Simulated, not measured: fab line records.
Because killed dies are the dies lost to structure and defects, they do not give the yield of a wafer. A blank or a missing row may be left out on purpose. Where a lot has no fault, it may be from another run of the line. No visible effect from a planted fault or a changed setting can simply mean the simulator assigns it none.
Split-lot experiment -- flow rit_cmos -- 23 wafers read across 5 lots, on a route 202 steps long

## ABOUT THE SPLIT
At RIT_GATE_OXIDATION_05 (target thk 3 nm, ox time 270 s), the setting ox_time_s was moved away from the recipe's 270 s on 20 of the 23 wafers read, by -9.8% to +13.6%. This setting was run at the recipe's value on the other wafers.

## SPLIT TO READING: what lies between them in the file, 1 step
- RIT_GATE_ANNEAL_06: time 600 s

## THE READING
GATE_OXIDE_THK, in nm, at RIT_GATE_THK_MEAS_07. A value of 3.02 nm with a standard deviation of 0.065 nm is what fault-free wafers of this fab line usually give.

wafer,"tool, chamber at the split","ox_time_s as run, s",against the recipe,"GATE_OXIDE_THK, nm",against lot-mates on the recipe
L074.1,"-, -",257.7,-4.6%,2.80,no lot-mate on the recipe
L074.2,"-, -",257.7,-4.6%,2.90,no lot-mate on the recipe
L074.4,"-, -",257.7,-4.6%,2.77,no lot-mate on the recipe
L074.5,"-, -",257.7,-4.6%,2.88,no lot-mate on the recipe
L074.6,"-, -",257.7,-4.6%,2.75,no lot-mate on the recipe
L078.1,"furnace-03, 0",270,recipe,3.03,-
L078.2,"furnace-03, 0",270,recipe,3.09,-
L078.5,"furnace-03, 0",270,recipe,2.95,-
L079.1,"-, -",290.6,+7.6%,3.11,no lot-mate on the recipe
L079.2,"-, -",290.6,+7.6%,3.20,no lot-mate on the recipe
L079.4,"-, -",290.6,+7.6%,3.23,no lot-mate on the recipe
L079.5,"-, -",290.6,+7.6%,3.19,no lot-mate on the recipe
L079.6,"-, -",290.6,+7.6%,3.14,no lot-mate on the recipe
L080.2,"-, -",243.5,-9.8%,2.72,no lot-mate on the recipe
L080.3,"-, -",243.5,-9.8%,2.80,no lot-mate on the recipe
L080.4,"-, -",243.5,-9.8%,2.80,no lot-mate on the recipe
L080.5,"-, -",243.5,-9.8%,2.83,no lot-mate on the recipe
L080.6,"-, -",243.5,-9.8%,2.81,no lot-mate on the recipe
L084.1,"-, -",306.7,+13.6%,3.39,no lot-mate on the recipe
L084.2,"-, -",306.7,+13.6%,3.42,no lot-mate on the recipe
L084.3,"-, -",306.7,+13.6%,3.34,no lot-mate on the recipe
L084.4,"-, -",306.7,+13.6%,3.40,no lot-mate on the recipe
L084.6,"-, -",306.7,+13.6%,3.33,no lot-mate on the recipe

FIT RESULTS
A straight line over all 23 wafers: GATE_OXIDE_THK changes by +0.0258 nm for each +1% of ox_time_s; r = +0.96; the points scatter about the line by 0.065 nm.
Too few moved wafers with a lot-mate on the recipe to fit a line net of each lot's own level.

## THE WHOLE CHAIN: every reading that the file lists as answering this split, in the file's order
step,what it does,reading,change (the file's fit),r (the file's)
RIT_GATE_OXIDATION_05,"target thk 3 nm, ox time 270 s","SiO2_of_GATE_OXIDATION_05.thk_nm (the simulator's own value, which no gauge read)",+0.0261 nm for each +1% of the setting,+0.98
RIT_GATE_THK_MEAS_07,,GATE_OXIDE_THK,+0.026 for each +1% of the setting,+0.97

## FILE'S OWN FIT
GATE_OXIDE_THK changes by +0.026 nm for each +1% of ox_time_s, r = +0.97.
